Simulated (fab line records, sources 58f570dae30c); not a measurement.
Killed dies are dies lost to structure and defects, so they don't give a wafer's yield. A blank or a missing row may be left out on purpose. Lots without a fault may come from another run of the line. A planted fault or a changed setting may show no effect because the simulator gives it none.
Which tool did it? | flow berkeley_cmos170 | 14 lots, 42 wafers sampled, at 1 step of a route of 331

WHAT THE GAUGES READ, wafer by wafer
The record holds no reading of a measuring or inspecting step that can be judged against a usual standard deviation.

WHICH TOOL RAN EACH LOT (tool, then ch and the chambers of the sampled wafers, then the start)
lot  | UCB170_PWELL_WET_ETCH_20
L565 | wet_bench-01 ch 2, day 3 03:59
L566 | wet_bench-03 ch 2, day 3 10:10
L567 | wet_bench-01 ch 3, day 3 14:22
L569 | wet_bench-04 ch 2, day 4 05:32
L570 | wet_bench-04 ch 1, day 4 05:32
L571 | wet_bench-04 ch 1, day 4 11:23
L573 | wet_bench-04 ch 0, day 5 03:31
L577 | wet_bench-03 ch 3, day 5 23:34
L581 | wet_bench-01 ch 2, day 6 09:42
L582 | wet_bench-03 ch 2, day 6 18:34
L583 | wet_bench-01 ch 0, day 6 22:59
L585 | wet_bench-03 ch 0, day 7 06:58
L586 | wet_bench-03 ch 1, day 7 14:31
L587 | wet_bench-03 ch 0, day 7 19:12
- UCB170_PWELL_WET_ETCH_20: etches SiO2 in BOE, time 22 s.

WHAT THE TOOLS THEMSELVES READ (means of the sampled wafers that have a number; where no wafer has one, the mark that the record gives instead)
UCB170_PWELL_WET_ETCH_20. Usual: run_length_s 49.6 s, standard deviation 2.2.
lot  | tool         | run_length_s (s) | flag
L565 | wet_bench-01 | 52.8             |
L566 | wet_bench-03 | 49.1             |
L567 | wet_bench-01 | 49.4             |
L569 | wet_bench-04 | 50.4             |
L570 | wet_bench-04 | 49.0             |
L571 | wet_bench-04 | 33.7             | OFF
L573 | wet_bench-04 | 32.3             | OFF
L577 | wet_bench-03 | 53.0             |
L581 | wet_bench-01 | 53.2             |
L582 | wet_bench-03 | 48.0             |
L583 | wet_bench-01 | 47.6             |
L585 | wet_bench-03 | 53.9             |
L586 | wet_bench-03 | 48.1             |
L587 | wet_bench-03 | 47.6             |

THE ANSWER, worked out from the rows above alone
Rule: a lot is off if the mean of its wafers that have a number lies more than 3 standard deviations from the usual mean. A lot without any number at a reading at which 4 lots or more have one is off too. The other lots that the step has rows for count as sound. The gauges are gone through in route order, then the tools' own readings, and for those a lot's mean is taken as printed above. The first step at which some lot is off is used, and at that step the reading that is off furthest; a lot without a number counts as furthest.
Off: L571, L573, at UCB170_PWELL_WET_ETCH_20 (run_length_s).
A tool fits if, at that step or a process step before it, it ran every lot that is off, and no sound lot after the first of them. One fits: wet_bench-04 at UCB170_PWELL_WET_ETCH_20. Its last sound lot is L569 (day 4 05:32), its first lot that is off L571 (day 4 11:23): a fault that began between those two fits.
The tool's own readings at UCB170_PWELL_WET_ETCH_20 bear it out: on the lots that are off they differ by more than 5 times the standard deviation of the sound lots' means. run_length_s reads 33.0 s there against 50.2 s on the sound lots.

WHAT THE SIMULATOR HAD PUT IN
Process parameter drift: wet_bench-04, from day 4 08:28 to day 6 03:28, at UCB170_PWELL_WET_ETCH_20. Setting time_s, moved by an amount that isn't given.
Lots struck among those shown: L571, L573. The rule above found the same.
